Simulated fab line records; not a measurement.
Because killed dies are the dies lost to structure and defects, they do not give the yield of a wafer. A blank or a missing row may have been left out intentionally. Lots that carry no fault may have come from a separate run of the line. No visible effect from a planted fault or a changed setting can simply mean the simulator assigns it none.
Comparing a struck lot with a sound one | flow berkeleyCmos170 | 14 out of 331 route steps
Sound: wafers L823.2, L823.3, L823.5. The struck wafers were L824.4, L824.5, L824.6. The cause is given at the end.
Each step with rows lists, per side, the tool, then ch with its chambers, then its first start. Under that, the readings that differ: sound wafers | struck wafers | difference of the means | sigmas: that difference in standard deviations of wafers without a fault.
alike: words and numbers the same on both sides, and readings whose means are apart by under 2 such deviations; not compared: readings that were withheld, readings missing a value for some wafer, numbers with overlapping values and no deviation given by the record, and bounds like >300 which may hide the same value.
A row with sigmas, a row that says differs or no value, or rows on one side alone: a step with any of these is where the two part. Numbers that have no deviation but don't overlap get no sigmas and don't part them. A reading missing from all wafers of one side parts the sides only when that side holds two or more wafers.

first, 3 steps without rows for these wafers: UCB170_NLDD_EXPOSE_03 (exposes mask NSELECT, target cd 1200 nm); UCB170_NLDD_PEB_04; UCB170_NLDD_DEVELOP_05 (develop time 45 s).
UCB170_NLDD_CD_MEAS_06: target cd 1200 nm.
  sound: cdSem-01 at day 9 11:33; struck: cdSem-01 at day 9 11:02
  alike: cdNm
UCB170_NLDD_OVL_MEAS_07:
  sound: overlay-02 at day 9 11:39; struck: overlay-01 at day 9 11:07
  alike: NLDD_OVL
then, 2 steps without rows for these wafers: UCB170_NLDD_IMPLANT_08; UCB170_NLDD_IMPLANT_09.
UCB170_NLDD_STRIP_10: strips in O2.
  sound on plasmaAsher-04 ch 0,1, day 9 11:59; struck on plasmaAsher-04 ch 0,1, day 9 11:28
  alike: drypumpMotorCurrentA, oesProductAu, stripTimeToEndpointS
  not compared: rfHoursCounterH
UCB170_NLDD_TW_MEAS_11:
  sound: filmMetro-01 at day 9 12:05; struck: filmMetro-04 at day 9 11:34
  alike: NLDD_TW
then, 1 step without rows for these wafers: UCB170_NLDD_CLEAN_12 (cleans in SPM, time 600 s).
UCB170_SPACER_CVD_00: deposits SiO2 from TEOS/O2, target thk 376 nm, time 47 s.
  sound on pecvd-01 ch 0,1,2, day 9 12:20; struck on pecvd-03 ch 0,1,2, day 9 11:48
  alike: heaterPowerW
UCB170_SPACER_THK_MEAS_01:
  sound: filmMetro-01 at day 9 12:23; struck: filmMetro-02 at day 9 11:51
  alike: SPACER_TEOS_THK
UCB170_SPACER_ANNEAL_02: time 1800 s.
  sound on furnace-04 ch 0, day 9 13:24; struck on furnace-01, day 9 12:03
  no value came back on the struck wafers for spikeTcCentreC (C), spikeTcLoadC (C), tubeCenterTempC (C); on the sound wafers spikeTcCentreC (C) reads 903.0 901.6 903.8
UCB170_SPACER_ETCHBACK_03: etches SiO2 in CHF3/CF4/Ar, stops on Si, target depth 376 nm, time 100 s.
  sound on rieDiel-03 ch 0,2,3, day 9 14:54; struck on rieDiel-01 ch 2,3, day 9 13:33
  alike: drypumpMotorCurrentA, oesProductAu, throttleValvePct
  not compared: rfHoursCounterH

WHERE THEY PART
At UCB170_SPACER_ANNEAL_02 and nowhere else, as far as this record goes. Later steps at which nothing parts them and some readings are alike: UCB170_SPACER_ETCHBACK_03.

WHY: what had been put in by the simulator
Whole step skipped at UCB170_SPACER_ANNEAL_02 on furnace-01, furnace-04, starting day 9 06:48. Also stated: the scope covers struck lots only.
